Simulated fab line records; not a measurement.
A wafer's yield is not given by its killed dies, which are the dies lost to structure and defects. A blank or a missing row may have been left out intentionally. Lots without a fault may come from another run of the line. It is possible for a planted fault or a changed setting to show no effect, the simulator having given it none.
What tool caused it?    flow rit-cmos    39 wafers from 13 lots sampled at 2 of the route's 202 steps

== WHAT THE GAUGES READ, wafer by wafer ==
RIT_FOX2_THK_MEAS_01.
lot   measured     on             FOX2_OXIDE_THK (nm)
L347  day 1 20:34  film-metro-02  350 346 348
L348  day 2 01:04  film-metro-01  361 352 352
L349  day 2 04:56  film-metro-01  355 354 356
L350  day 2 09:22  film-metro-01  334 337 339
L351  day 2 17:16  film-metro-02  343 350 346
L352  day 3 01:39  film-metro-01  348 349 348
L353  day 3 08:24  film-metro-02  351 352 350
L354  day 3 14:46  film-metro-02  352 348 346
L357  day 3 21:54  film-metro-02  338 342 338
L359  day 4 09:49  film-metro-04  350 352 347
L365  day 5 13:44  film-metro-01  329 334 335
L368  day 6 05:18  film-metro-01  352 353 361
L369  day 6 09:32  film-metro-04  350 352 350

== TOOL THAT RAN EACH LOT (tool first, then ch and the chambers of the sampled wafers, then the start) ==
lot   RIT_ACTIVE_STRIP_14
L347  plasma-asher-01 ch 0,1, day 1 15:54
L348  plasma-asher-03 ch 0,1, day 1 20:43
L349  plasma-asher-02 ch 0,1, day 2 01:25
L350  plasma-asher-01 ch 0,1, day 2 05:50
L351  plasma-asher-02 ch 0,1, day 2 10:50
L352  plasma-asher-03 ch 0,1, day 2 16:17
L353  plasma-asher-01 ch 0,1, day 2 22:14
L354  plasma-asher-01 ch 0,1, day 3 06:29
L357  plasma-asher-02 ch 0,1, day 3 18:18
L359  plasma-asher-02 ch 0,1, day 4 05:16
L365  plasma-asher-03 ch 0, day 5 09:29
L368  plasma-asher-01 ch 0,1, day 6 01:37
L369  plasma-asher-02 ch 0,1, day 6 04:58
- RIT_ACTIVE_STRIP_14: strips in O2, time 180 s.

== WHAT THE TOOLS THEMSELVES READ (means of the sampled wafers that have a number; where no wafer has one, the mark that the record gives instead) ==
RIT_ACTIVE_STRIP_14.
lot   tool             drypump-motor-current-A (A)  rf-refl-power-W (W)
L347  plasma-asher-01  6.1                          8.6
L348  plasma-asher-03  5.5                          5.7
L349  plasma-asher-02  6.2                          8.0
L350  plasma-asher-01  6.1                          8.6
L351  plasma-asher-02  6.3                          7.9
L352  plasma-asher-03  5.5                          6.8
L353  plasma-asher-01  5.8                          9.2
L354  plasma-asher-01  5.7                          9.0
L357  plasma-asher-02  5.9                          8.6
L359  plasma-asher-02  6.2                          8.0
L365  plasma-asher-03  5.5                          7.9
L368  plasma-asher-01  5.8                          9.3
L369  plasma-asher-02  5.9                          8.9

== THE ANSWER, worked out from the rows above alone ==
Rule: what is usual is taken from the lots themselves. Put in order of their means at a reading, lots are off if they are a third of the lots or fewer, leave a main group of 4 or more, and stand apart from it by a gap of 3 or more times the standard deviation of the main group's means; of several such gaps the widest counts. If all means in a main group match to the digits the tables above print for the reading, that group is not used. Also off: a lot with no number at a reading for which 4 or more lots have one. Where the step has rows for the other lots, those lots are counted as sound. After the gauges, taken in route order, come the tools' own readings; for these a lot's mean is taken, as printed above. At the first step where some lot is off, the reading lying furthest off is the one used; lots without a number count as furthest.
No lot is off at any reading shown: from this, nothing can be told.

== WHAT THE SIMULATOR PUT IN ==
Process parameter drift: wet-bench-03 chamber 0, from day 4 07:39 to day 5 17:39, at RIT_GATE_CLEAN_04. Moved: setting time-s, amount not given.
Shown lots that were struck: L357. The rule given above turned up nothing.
